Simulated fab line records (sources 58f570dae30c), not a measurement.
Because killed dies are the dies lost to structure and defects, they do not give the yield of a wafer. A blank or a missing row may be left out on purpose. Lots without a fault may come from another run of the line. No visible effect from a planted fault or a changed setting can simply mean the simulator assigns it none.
fab line records | flow berkeley-cmos170
record: lots: 5 | wafers: 23
route steps=331 shown V1@256 V2@294 M3@322
start-h: hours from the record's first day to the start of the lot's first wafer shown | wait-h: hours since the lot's step before | " repeats the value in the row above | L1.1+2: a single row standing in for several wafers | - no value, or no start given | * or withheld: withheld | < > ~ a bound
route shown NAME@n: NAME is a module with steps in the file, n the number in the route of the first one | usual: mean/standard deviation of fault-free wafers | same: alike in all rows | chamber/n: place in a boat | sites: readings site by site | _std_site: how widely they spread, as a standard deviation | _edge_site: mean of outer sites minus mean of inner sites | radius-mm: for every site, how far away it sits from the centre of the wafer | mask NAME#n: copy n | behind: the last tool/chamber to shape the wafer | hold: why the lot went on hold/how many hours it stayed there/how the hold came to an end | device: names the non-switching transistor (n, p or np) | end of line: the tests these same wafers got at the end of their route | a step given without rows: its recipe and nothing more | killed: count of dies lost to structure and defects at first sort (not the wafer's yield) | map: shows each die of a wafer: x if killed, . if not, _ if none is there
set.NAME: the run value of the setting; set.NAME@STEP: its run value at that earlier step | model.NAME: the simulator's own value behind a step, which no gauge read
lots run with intentionally changed settings; tables by step, rows by wafer
== steps ==
step: UCB170_V1_CMP_02
recipe: material: SiO2 | down-force-psi: 6 | platen-rpm: 60 | pad-velocity-m-s: 0.75398
lot.wafer | tool   | chamber | start-h | wait-h | set.leave-above-ref-nm | model.SiO2_of_V1_CVD_00.thk-nm
L078.3    | cmp-02 | 2       | 211.70  | 0.1    | 1000                   | 999.7
L078.4    | "      | 3       | "       | "      | 1000                   | 997.2
L078.5    | "      | 0       | "       | "      | 1000                   | 998.8
L074.3    | cmp-02 | 0       | 212.90  | 0.1    | 1000                   | 998.8
L074.2+1  | "      | 1,2     | "       | "      | 926.5                  | 926.5
L074.6    | "      | 3       | "       | "      | 1000                   | 997.5
L074.5    | "      | 0       | "       | "      | 1000                   | 998.6
L084.3    | cmp-02 | 1       | 227.59  | 0.1    | 979                    | 978.2
L084.1    | "      | 2       | "       | "      | 979                    | 978.4
L084.4    | "      | 3       | "       | "      | 1000                   | 997.3
L084.5    | "      | 0       | "       | "      | 1000                   | 998.8
L084.6    | "      | 1       | "       | "      | 1000                   | 999
L081.3    | cmp-01 | 3       | 230.21  | 0.0    | 1000                   | 999.9
L081.2+4  | "      | 0,1     | "       | "      | 1000                   | 1000
L081.1    | "      | 2       | "       | "      | 1000                   | 999.7
L081.6    | "      | 3       | "       | "      | 1000                   | 1001
L085.2    | cmp-02 | 2       | 263.89  | 0.1    | 1000                   | 1000
L085.3    | "      | 3       | "       | "      | 952                    | 950.2
L085.1    | "      | 0       | "       | "      | 1000                   | 999.1
L085.6    | "      | 1       | "       | "      | 952                    | 953
L085.5    | "      | 2       | "       | "      | 952                    | 951.6
step: UCB170_V1_THK_MEAS_04
recipe: reads: SiO2_of_V1_CVD_00
usual: V1_POLISHED_THK: 998.9/1.2
lot.wafer | tool          | chamber | start-h | wait-h | set.leave-above-ref-nm@V1_CMP_02 | V1_POLISHED_THK[nm]
L078.3    | film-metro-01 | -       | 212.04  | 0.1    | 1000                             | 998.7
L078.4    | "             | -       | "       | "      | 1000                             | 997.4
L078.5    | "             | -       | "       | "      | 1000                             | 998.8
L074.1    | film-metro-02 | -       | 213.27  | 0.1    | 926.5                            | 927.6
L074.2    | "             | -       | "       | "      | 926.5                            | 927.0
L074.3    | "             | -       | "       | "      | 1000                             | 997.9
L074.5    | "             | -       | "       | "      | 1000                             | 998.3
L074.6    | "             | -       | "       | "      | 1000                             | 997.1
L084.1    | film-metro-01 | -       | 227.96  | 0.1    | 979                              | 979.3
L084.3    | "             | -       | "       | "      | 979                              | 978.5
L084.4    | "             | -       | "       | "      | 1000                             | 997.9
L084.5    | "             | -       | "       | "      | 1000                             | 998.7
L084.6    | "             | -       | "       | "      | 1000                             | 998.1
L081.1    | film-metro-03 | -       | 230.63  | 0.1    | 1000                             | 999.3
L081.2    | "             | -       | "       | "      | 1000                             | 1000.6
L081.3    | "             | -       | "       | "      | 1000                             | 999.2
L081.4    | "             | -       | "       | "      | 1000                             | 999.7
L081.6    | "             | -       | "       | "      | 1000                             | 999.9
L085.1    | film-metro-01 | -       | 264.26  | 0.1    | 1000                             | 999.2
L085.2    | "             | -       | "       | "      | 1000                             | 999.9
L085.3    | "             | -       | "       | "      | 952                              | 949.8
L085.5    | "             | -       | "       | "      | 952                              | 951.5
L085.6    | "             | -       | "       | "      | 952                              | 953.0
step: UCB170_V1_ETCH_14
recipe: chemistry: CHF3/CF4/Ar | target: SiO2 | stop-on: Al | CHF3_flow_sccm: 45 | cf4-flow-sccm: 15 | Ar_flow_sccm: 150 | pressure-mtorr: 200 | rf-w: 700 | target-depth-a: 12500 | over-etch-frac: 0.25 | time-s: 291
lot.wafer | tool        | chamber | start-h | wait-h | set.rf-w | set.leave-above-ref-nm@V1_CMP_02 | model.etch.depth-nm | model.V1.feature-depth-nm | model.KrF_of_V1_COAT_07.thk-nm
L078.3    | rie-diel-02 | 2       | 213.85  | 0.0    | 700      | 1000                             | 999.7               | 999.7                     | 613.6
L078.4    | "           | 1       | "       | "      | 700      | 1000                             | 997.2               | 997.2                     | 617.5
L078.5    | "           | 0       | "       | "      | 700      | 1000                             | 998.8               | 999.2                     | 610.6
L074.1    | rie-diel-04 | 3       | 216.03  | 0.0    | 650.2    | 926.5                            | 926.5               | 926.5                     | 619.5
L074.2    | "           | 1       | "       | "      | 700      | 926.5                            | 926.5               | 926.9                     | 608.8
L074.3    | "           | 2       | "       | "      | 700      | 1000                             | 998.8               | 998.8                     | 604.8
L074.5    | "           | 1       | "       | "      | 650.2    | 1000                             | 998.6               | 998.6                     | 612
L074.6    | "           | 0       | "       | "      | 650.2    | 1000                             | 997.5               | 997.5                     | 615.7
L084.1    | rie-diel-04 | 2       | 229.32  | 0.0    | 700      | 979                              | 978.4               | 978.4                     | 608.3
L084.3    | "           | 3       | "       | "      | 641.9    | 979                              | 978.2               | 978.2                     | 619.5
L084.4    | "           | 0       | "       | "      | 641.9    | 1000                             | 997.3               | 997.3                     | 619.9
L084.5    | "           | 1       | "       | "      | 700      | 1000                             | 998.8               | 999.2                     | 606.6
L084.6    | "           | 2       | "       | "      | 700      | 1000                             | 999                 | 999                       | 608.9
L081.1    | rie-diel-04 | 1       | 232.11  | 0.0    | 772.3    | 1000                             | 999.7               | 1002                      | 588.3
L081.2    | "           | 3       | "       | "      | 700      | 1000                             | 1000                | 1000                      | 601.8
L081.3    | "           | 0       | "       | "      | 700      | 1000                             | 999.9               | 999.9                     | 602.7
L081.4    | "           | 2       | "       | "      | 772.3    | 1000                             | 1000                | 1002                      | 592.8
L081.6    | "           | 0       | "       | "      | 700      | 1000                             | 1001                | 1001                      | 605.5
L085.1    | rie-diel-01 | 1       | 266.37  | 0.0    | 700      | 1000                             | 999.1               | 999.1                     | 602.3
L085.2    | "           | 3       | "       | "      | 663.8    | 1000                             | 1000                | 1000                      | 610.1
L085.3    | "           | 2       | "       | "      | 663.8    | 952                              | 950.2               | 950.2                     | 614.1
L085.5    | "           | 2       | "       | "      | 700      | 952                              | 951.6               | 952.1                     | 604.8
L085.6    | "           | 1       | "       | "      | 663.8    | 952                              | 953                 | 953                       | 609.4
step: UCB170_V1_STRIP_15
recipe: chemistry: O2 | power-w: 400 | pressure-mtorr: 3500 | platen-temp-c: withheld | o2-flow-sccm: 400 | overash-fraction: 0.5
usual: strip-time-to-endpoint-s: 15.28/0.11
lot.wafer | tool            | chamber | start-h | wait-h | set.rf-w@V1_ETCH_14 | strip-time-to-endpoint-s
L078.3    | plasma-asher-01 | 0       | 214.06  | 0.1    | 700                 | 15.39
L078.4    | "               | 1       | "       | "      | 700                 | 15.48
L078.5    | "               | 1       | "       | "      | 700                 | 15.33
L074.1    | plasma-asher-01 | 0       | 216.21  | 0.1    | 650.2               | 15.51
L074.2    | "               | 1       | "       | "      | 700                 | 15.29
L074.3    | "               | 1       | "       | "      | 700                 | 15.18
L074.5    | "               | 0       | "       | "      | 650.2               | 15.36
L074.6    | "               | 1       | "       | "      | 650.2               | 15.43
L084.1    | plasma-asher-03 | 0       | 229.50  | 0.1    | 700                 | 15.27
L084.3    | "               | 1       | "       | "      | 641.9               | 15.51
L084.4    | "               | 0       | "       | "      | 641.9               | 15.54
L084.5    | "               | 0       | "       | "      | 700                 | 15.23
L084.6    | "               | 1       | "       | "      | 700                 | 15.28
L081.1    | plasma-asher-04 | 0       | 232.28  | 0.1    | 772.3               | 14.79
L081.2    | "               | 1       | "       | "      | 700                 | 15.13
L081.3    | "               | 1       | "       | "      | 700                 | 15.14
L081.4    | "               | 0       | "       | "      | 772.3               | 14.90
L081.6    | "               | 0       | "       | "      | 700                 | 15.20
L085.1    | plasma-asher-03 | 0       | 266.55  | 0.1    | 700                 | 15.13
L085.2    | "               | 1       | "       | "      | 663.8               | 15.30
L085.3    | "               | 0       | "       | "      | 663.8               | 15.41
L085.5    | "               | 1       | "       | "      | 700                 | 15.16
L085.6    | "               | 0       | "       | "      | 663.8               | 15.30
step: UCB170_V2_CMP_02
recipe: material: SiO2 | down-force-psi: 6 | platen-rpm: 60 | pad-velocity-m-s: 0.75398
lot.wafer  | tool   | chamber | start-h | wait-h | set.leave-above-ref-nm | model.SiO2_of_V2_CVD_00.thk-nm
L078.3     | cmp-01 | 2       | 217.91  | 0.1    | 1000                   | 999.3
L078.4+5   | "      | 0,1     | "       | "      | 1000                   | 999.2
L074.3+5   | cmp-01 | 2       | 219.96  | 0.0    | 935.5                  | 934.9
L074.2     | "      | 3       | "       | "      | 935.5                  | 936.1
L074.1     | "      | 1       | "       | "      | 1000                   | 998.9
L074.6     | "      | 3       | "       | "      | 1000                   | 1000
L084.4+1   | cmp-02 | 2,0     | 232.44  | 0.0    | 1000                   | 1000
L084.3     | "      | 3       | "       | "      | 1000                   | 997.4
L084.6     | "      | 2       | "       | "      | 1000                   | 999.2
L084.5     | "      | 3       | "       | "      | 1000                   | 998.4
L081.3     | cmp-02 | 0       | 235.65  | 0.0    | 1000                   | 1000
L081.2+4+6 | "      | 1,2,0   | "       | "      | 1000                   | 1002
L081.1     | "      | 3       | "       | "      | 1000                   | 999.8
L085.1     | cmp-02 | 1       | 270.06  | 0.1    | 1000                   | 1001
L085.3     | "      | 3       | "       | "      | 968.6                  | 967.9
L085.2     | "      | 0       | "       | "      | 968.6                  | 969.7
L085.6     | "      | 1       | "       | "      | 1000                   | 1002
L085.5     | "      | 2       | "       | "      | 968.6                  | 970.5
step: UCB170_V2_THK_MEAS_04
recipe: reads: SiO2_of_V2_CVD_00
usual: V2_POLISHED_THK: 999.6/1.3
lot.wafer | tool          | chamber | start-h | wait-h | set.leave-above-ref-nm@V2_CMP_02 | V2_POLISHED_THK[nm]
L078.3    | film-metro-04 | -       | 218.30  | 0.1    | 1000                             | 1000.3
L078.4    | "             | -       | "       | "      | 1000                             | 999.4
L078.5    | "             | -       | "       | "      | 1000                             | 999.8
L074.1    | film-metro-04 | -       | 220.38  | 0.1    | 1000                             | 999.2
L074.2    | "             | -       | "       | "      | 935.5                            | 935.6
L074.3    | "             | -       | "       | "      | 935.5                            | 934.9
L074.5    | "             | -       | "       | "      | 935.5                            | 934.6
L074.6    | "             | -       | "       | "      | 1000                             | 1000.0
L084.1    | film-metro-02 | -       | 232.86  | 0.1    | 1000                             | 999.6
L084.3    | "             | -       | "       | "      | 1000                             | 997.0
L084.4    | "             | -       | "       | "      | 1000                             | 1000.2
L084.5    | "             | -       | "       | "      | 1000                             | 997.9
L084.6    | "             | -       | "       | "      | 1000                             | 999.8
L081.1    | film-metro-04 | -       | 236.07  | 0.1    | 1000                             | 998.8
L081.2    | "             | -       | "       | "      | 1000                             | 1001.5
L081.3    | "             | -       | "       | "      | 1000                             | 1000.2
L081.4    | "             | -       | "       | "      | 1000                             | 1002.1
L081.6    | "             | -       | "       | "      | 1000                             | 1002.2
L085.1    | film-metro-04 | -       | 270.48  | 0.1    | 1000                             | 999.7
L085.2    | "             | -       | "       | "      | 968.6                            | 970.1
L085.3    | "             | -       | "       | "      | 968.6                            | 968.2
L085.5    | "             | -       | "       | "      | 968.6                            | 970.8
L085.6    | "             | -       | "       | "      | 1000                             | 1002.5
step: UCB170_V2_DEVELOP_11
recipe: developer: TMAH | develop-time-s: 45 | resist: KrF | dev-temp-c: 21
lot.wafer      | tool           | chamber | start-h | wait-h | set.dev-temp-c
L078.3+4+5     | litho-track-01 | 0       | -       | -      | 21
L074.1+2+3     | litho-track-02 | 0       | -       | -      | 23.08
L074.5+6       | "              | 0       | "       | "      | 21
L084.1+3+4     | litho-track-01 | 0       | -       | -      | 19.01
L084.5+6       | "              | 0       | "       | "      | 21
L081.1+4+6     | litho-track-01 | 0       | -       | -      | 19.8
L081.2+3       | "              | 0       | "       | "      | 21
L085.1+2+3+5+6 | litho-track-02 | 0       | -       | -      | 21
step: UCB170_V2_ETCH_14
recipe: chemistry: CHF3/CF4/Ar | target: SiO2 | stop-on: Al | CHF3_flow_sccm: 45 | cf4-flow-sccm: 15 | Ar_flow_sccm: 150 | pressure-mtorr: 200 | rf-w: 700 | target-depth-a: 12500 | over-etch-frac: 0.25 | time-s: 291
lot.wafer  | tool        | chamber | start-h | wait-h | set.leave-above-ref-nm@V2_CMP_02 | model.V2.feature-depth-nm | model.etch.depth-nm
L078.3     | rie-diel-01 | 1       | 220.02  | 0.0    | 1000                             | 999.4                     | 999.3
L078.4     | "           | 2       | "       | "      | 1000                             | 999.7                     | 999.2
L078.5     | "           | 3       | "       | "      | 1000                             | 999.4                     | 999.2
L074.1     | rie-diel-03 | 1       | 221.85  | 0.0    | 1000                             | 998.9                     | 998.9
L074.2     | "           | 2       | "       | "      | 935.5                            | 936.1                     | 936.1
L074.3+5   | "           | 0,3     | "       | "      | 935.5                            | 934.9                     | 934.9
L074.6     | "           | 0       | "       | "      | 1000                             | 1000                      | 1000
L084.1     | rie-diel-04 | 1       | 234.22  | 0.0    | 1000                             | 1001                      | 1000
L084.3     | "           | 0       | "       | "      | 1000                             | 997.4                     | 997.4
L084.4     | "           | 2       | "       | "      | 1000                             | 1000                      | 1000
L084.5     | "           | 1       | "       | "      | 1000                             | 998.8                     | 998.4
L084.6     | "           | 0       | "       | "      | 1000                             | 999.2                     | 999.2
L081.1     | rie-diel-03 | 1       | 237.72  | 0.0    | 1000                             | 999.8                     | 999.8
L081.2+4+6 | "           | 3,2,2   | "       | "      | 1000                             | 1002                      | 1002
L081.3     | "           | 0       | "       | "      | 1000                             | 1000                      | 1000
L085.1     | rie-diel-03 | 3       | 272.90  | 0.0    | 1000                             | 1001                      | 1001
L085.2     | "           | 1       | "       | "      | 968.6                            | 969.7                     | 969.7
L085.3     | "           | 0       | "       | "      | 968.6                            | 967.9                     | 967.9
L085.5     | "           | 0       | "       | "      | 968.6                            | 970.5                     | 970.5
L085.6     | "           | 3       | "       | "      | 1000                             | 1002                      | 1002
step: UCB170_M3_PEB_13
recipe: peb-temp-c: 130 | peb-time-s: withheld | resist: KrF
lot.wafer  | tool           | chamber | start-h | wait-h | set.peb-temp-c
L078.3+4+5 | litho-track-03 | 0       | 222.11  | 0.1    | 130
L074.1+2+6 | litho-track-01 | 0       | 224.64  | 0.4    | 133
L074.3+5   | "              | 0       | "       | "      | 130
L084.1+4+6 | litho-track-02 | 0       | 236.68  | 0.1    | 130
L084.3+5   | "              | 0       | "       | "      | 128.1
L081.1+2   | litho-track-03 | 0       | 240.11  | 0.1    | 130
L081.3+4+6 | "              | 0       | "       | "      | 128.6
L085.1+5+6 | litho-track-03 | 0       | 275.19  | 0.1    | 132.5
L085.2+3   | "              | 0       | "       | "      | 130
step: UCB170_M3_DEVELOP_14
recipe: developer: TMAH | develop-time-s: 45 | resist: KrF | dev-temp-c: 21
step: UCB170_M3_CD_MEAS_15
recipe: target-cd-nm: 700
usual: cd-nm: 700.5/1.6
lot.wafer | tool      | chamber | start-h | wait-h | set.peb-temp-c@M3_PEB_13 | cd-nm
L078.3    | cd-sem-01 | -       | 222.37  | -      | 130                      | 700.2
L078.4    | "         | -       | "       | "      | 130                      | 699.2
L078.5    | "         | -       | "       | "      | 130                      | 700.5
L074.1    | cd-sem-01 | -       | 224.91  | -      | 133                      | 680.9
L074.2    | "         | -       | "       | "      | 133                      | 680.6
L074.3    | "         | -       | "       | "      | 130                      | 698.7
L074.5    | "         | -       | "       | "      | 130                      | 698.2
L074.6    | "         | -       | "       | "      | 133                      | 682.1
L084.1    | cd-sem-01 | -       | 236.96  | -      | 130                      | 701.3
L084.3    | "         | -       | "       | "      | 128.1                    | 715.4
L084.4    | "         | -       | "       | "      | 130                      | 702.8
L084.5    | "         | -       | "       | "      | 128.1                    | 715.5
L084.6    | "         | -       | "       | "      | 130                      | 702.5
L081.1    | cd-sem-02 | -       | 240.38  | -      | 130                      | 699.3
L081.2    | "         | -       | "       | "      | 130                      | 697.4
L081.3    | "         | -       | "       | "      | 128.6                    | 709.8
L081.4    | "         | -       | "       | "      | 128.6                    | 709.8
L081.6    | "         | -       | "       | "      | 128.6                    | 709.4
L085.1    | cd-sem-02 | -       | 275.47  | -      | 132.5                    | 683.2
L085.2    | "         | -       | "       | "      | 130                      | 699.2
L085.3    | "         | -       | "       | "      | 130                      | 698.0
L085.5    | "         | -       | "       | "      | 132.5                    | 683.3
L085.6    | "         | -       | "       | "      | 132.5                    | 683.1
step: UCB170_M3_ETCH_17
recipe: chemistry: N2/H2 | target-depth-a: withheld | overetch-a: withheld | target: BARC | time-s: withheld | source-w: 500 | bias-w: 100 | pressure-mtorr: 30 | n2-flow-sccm: 100 | h2-flow-sccm: 200
lot.wafer | tool        | chamber | start-h | wait-h | set.peb-temp-c@M3_PEB_13 | model.M3.cd-nm
L078.3    | rie-diel-02 | 3       | 222.49  | 0.0    | 130                      | 699.8
L078.4    | "           | 1       | "       | "      | 130                      | 699.4
L078.5    | "           | 3       | "       | "      | 130                      | 700
L074.1    | rie-diel-03 | 0       | 225.07  | 0.0    | 133                      | 682
L074.2    | "           | 2       | "       | "      | 133                      | 681.8
L074.3    | "           | 1       | "       | "      | 130                      | 700.1
L074.5    | "           | 0       | "       | "      | 130                      | 699.4
L074.6    | "           | 3       | "       | "      | 133                      | 682.6
L084.1    | rie-diel-01 | 0       | 237.12  | 0.0    | 130                      | 701.9
L084.3    | "           | 3       | "       | "      | 128.1                    | 714.9
L084.4    | "           | 0       | "       | "      | 130                      | 702.9
L084.5    | "           | 1       | "       | "      | 128.1                    | 716.4
L084.6    | "           | 3       | "       | "      | 130                      | 701.7
L081.1    | rie-diel-02 | 2       | 240.54  | 0.0    | 130                      | 699.7
L081.2    | "           | 0       | "       | "      | 130                      | 697.4
L081.3+6  | "           | 3,0     | "       | "      | 128.6                    | 708.8
L081.4    | "           | 1       | "       | "      | 128.6                    | 710.1
L085.1    | rie-diel-02 | 2       | 275.62  | 0.0    | 132.5                    | 683.3
L085.2    | "           | 1       | "       | "      | 130                      | 699.2
L085.3    | "           | 0       | "       | "      | 130                      | 698.4
L085.5    | "           | 2       | "       | "      | 132.5                    | 683.7
L085.6    | "           | 1       | "       | "      | 132.5                    | 684.1
step: UCB170_M3_METAL_ETCH_18
recipe: chemistry: Cl2/BCl3 | target: Al | stop-on: SiO2 | pressure-mtorr: 12 | target-depth-a: 11700 | over-etch-frac: 0.3 | time-s: 195 | icp-w: 600 | bias-w: 120 | Cl2_flow_sccm: 90 | bcl3-flow-sccm: 45
lot.wafer | tool         | chamber | start-h | wait-h | set.over-etch-frac | set.peb-temp-c@M3_PEB_13 | model.M3.cd-nm
L078.3    | rie-metal-02 | 1       | 222.59  | -      | 0.3                | 130                      | 702.3
L078.4    | "            | 0       | "       | "      | 0.3                | 130                      | 702.9
L078.5    | "            | 1       | "       | "      | 0.3                | 130                      | 700.6
L074.1    | rie-metal-03 | 0       | 225.11  | -      | 0.3                | 133                      | 675.1
L074.2    | "            | 1       | "       | "      | 0.3                | 133                      | 681.5
L074.3    | "            | 0       | "       | "      | 0.3339             | 130                      | 693.2
L074.5    | "            | 0       | "       | "      | 0.3339             | 130                      | 690.4
L074.6    | "            | 1       | "       | "      | 0.3339             | 133                      | 681.6
L084.1    | rie-metal-02 | 1       | 237.16  | -      | 0.3571             | 130                      | 700.4
L084.3    | "            | 0       | "       | "      | 0.3                | 128.1                    | 717.1
L084.4    | "            | 1       | "       | "      | 0.3                | 130                      | 700.6
L084.5    | "            | 0       | "       | "      | 0.3571             | 128.1                    | 715.1
L084.6    | "            | 1       | "       | "      | 0.3                | 130                      | 703
L081.1    | rie-metal-02 | 1       | 240.58  | -      | 0.3                | 130                      | 704.1
L081.2    | "            | 0       | "       | "      | 0.3                | 130                      | 699
L081.3    | "            | 0       | "       | "      | 0.3                | 128.6                    | 713.1
L081.4    | "            | 1       | "       | "      | 0.3272             | 128.6                    | 710.1
L081.6    | "            | 0       | "       | "      | 0.3272             | 128.6                    | 713
L085.1    | rie-metal-02 | 0       | 275.67  | -      | 0.3249             | 132.5                    | 686.4
L085.2    | "            | 1       | "       | "      | 0.3249             | 130                      | 697.2
L085.3    | "            | 0       | "       | "      | 0.3249             | 130                      | 700.1
L085.5    | "            | 1       | "       | "      | 0.3                | 132.5                    | 684.7
L085.6    | "            | 0       | "       | "      | 0.3                | 132.5                    | 688
step: UCB170_M3_STRIP_19
recipe: chemistry: O2 | power-w: 400 | pressure-mtorr: 3500 | platen-temp-c: withheld | o2-flow-sccm: 400 | overash-fraction: 0.5
step: UCB170_M3_CD_MEAS_90
recipe: target-cd-nm: 700
usual: cd-nm: 700/4
lot.wafer | tool      | chamber | start-h | wait-h | set.peb-temp-c@M3_PEB_13 | cd-nm
L078.3    | cd-sem-02 | -       | 222.86  | 0.1    | 130                      | 702
L078.4    | "         | -       | "       | "      | 130                      | 703
L078.5    | "         | -       | "       | "      | 130                      | 701
L074.1    | cd-sem-02 | -       | 225.41  | 0.1    | 133                      | 675
L074.2    | "         | -       | "       | "      | 133                      | 681
L074.3    | "         | -       | "       | "      | 130                      | 693
L074.5    | "         | -       | "       | "      | 130                      | 690
L074.6    | "         | -       | "       | "      | 133                      | 682
L084.1    | cd-sem-01 | -       | 237.48  | 0.1    | 130                      | 701
L084.3    | "         | -       | "       | "      | 128.1                    | 717
L084.4    | "         | -       | "       | "      | 130                      | 701
L084.5    | "         | -       | "       | "      | 128.1                    | 715
L084.6    | "         | -       | "       | "      | 130                      | 703
L081.1    | cd-sem-02 | -       | 240.87  | 0.1    | 130                      | 704
L081.2    | "         | -       | "       | "      | 130                      | 699
L081.3    | "         | -       | "       | "      | 128.6                    | 713
L081.4    | "         | -       | "       | "      | 128.6                    | 710
L081.6    | "         | -       | "       | "      | 128.6                    | 713
L085.1    | cd-sem-02 | -       | 275.95  | 0.1    | 132.5                    | 687
L085.2    | "         | -       | "       | "      | 130                      | 697
L085.3    | "         | -       | "       | "      | 130                      | 700
L085.5    | "         | -       | "       | "      | 132.5                    | 685
L085.6    | "         | -       | "       | "      | 132.5                    | 688
== key ==
split: step: UCB170_V1_CMP_02 | setting: leave-above-ref-nm | stated: 1000 | by: wafer
response: step: UCB170_V1_CMP_02 | reading: model.SiO2_of_V1_CVD_00.thk-nm | change: +9.82 | per: 1% | r: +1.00
response: step: UCB170_V1_THK_MEAS_04 | reading: V1_POLISHED_THK | change: +9.69 | per: 1% | r: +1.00
response: step: UCB170_V1_ETCH_14 | reading: model.etch.depth-nm | change: +9.82 | per: 1% | r: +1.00
response: step: UCB170_V1_ETCH_14 | reading: model.V1.feature-depth-nm | change: +9.8 | per: 1% | r: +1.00
split: step: UCB170_V1_ETCH_14 | setting: rf-w | stated: 700 | by: wafer
response: step: UCB170_V1_ETCH_14 | reading: model.KrF_of_V1_COAT_07.thk-nm | change: -1.32 | per: 1% | r: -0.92
response: step: UCB170_V1_STRIP_15 | reading: strip-time-to-endpoint-s | change: * | per: 1% | r: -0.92
split: step: UCB170_V2_CMP_02 | setting: leave-above-ref-nm | stated: 1000 | by: wafer
response: step: UCB170_V2_CMP_02 | reading: model.SiO2_of_V2_CVD_00.thk-nm | change: +10 | per: 1% | r: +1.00
response: step: UCB170_V2_THK_MEAS_04 | reading: V2_POLISHED_THK | change: +10 | per: 1% | r: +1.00
response: step: UCB170_V2_ETCH_14 | reading: model.V2.feature-depth-nm | change: +10 | per: 1% | r: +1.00
response: step: UCB170_V2_ETCH_14 | reading: model.etch.depth-nm | change: +10 | per: 1% | r: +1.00
split: step: UCB170_V2_DEVELOP_11 | setting: dev-temp-c | stated: 21 | by: wafer
response none clear
split: step: UCB170_M3_PEB_13 | setting: peb-temp-c | stated: 130 | by: wafer
response: step: UCB170_M3_CD_MEAS_15 | reading: cd-nm | change: -8.2 | per: 1% | r: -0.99
response: step: UCB170_M3_ETCH_17 | reading: model.M3.cd-nm | change: -8.2 | per: 1% | r: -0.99
response: step: UCB170_M3_METAL_ETCH_18 | reading: model.M3.cd-nm | change: -6.92 | per: 1% | r: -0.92
response: step: UCB170_M3_CD_MEAS_90 | reading: cd-nm | change: -6.84 | per: 1% | r: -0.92
split: step: UCB170_M3_METAL_ETCH_18 | setting: over-etch-frac | stated: 0.3 | by: wafer
response none clear
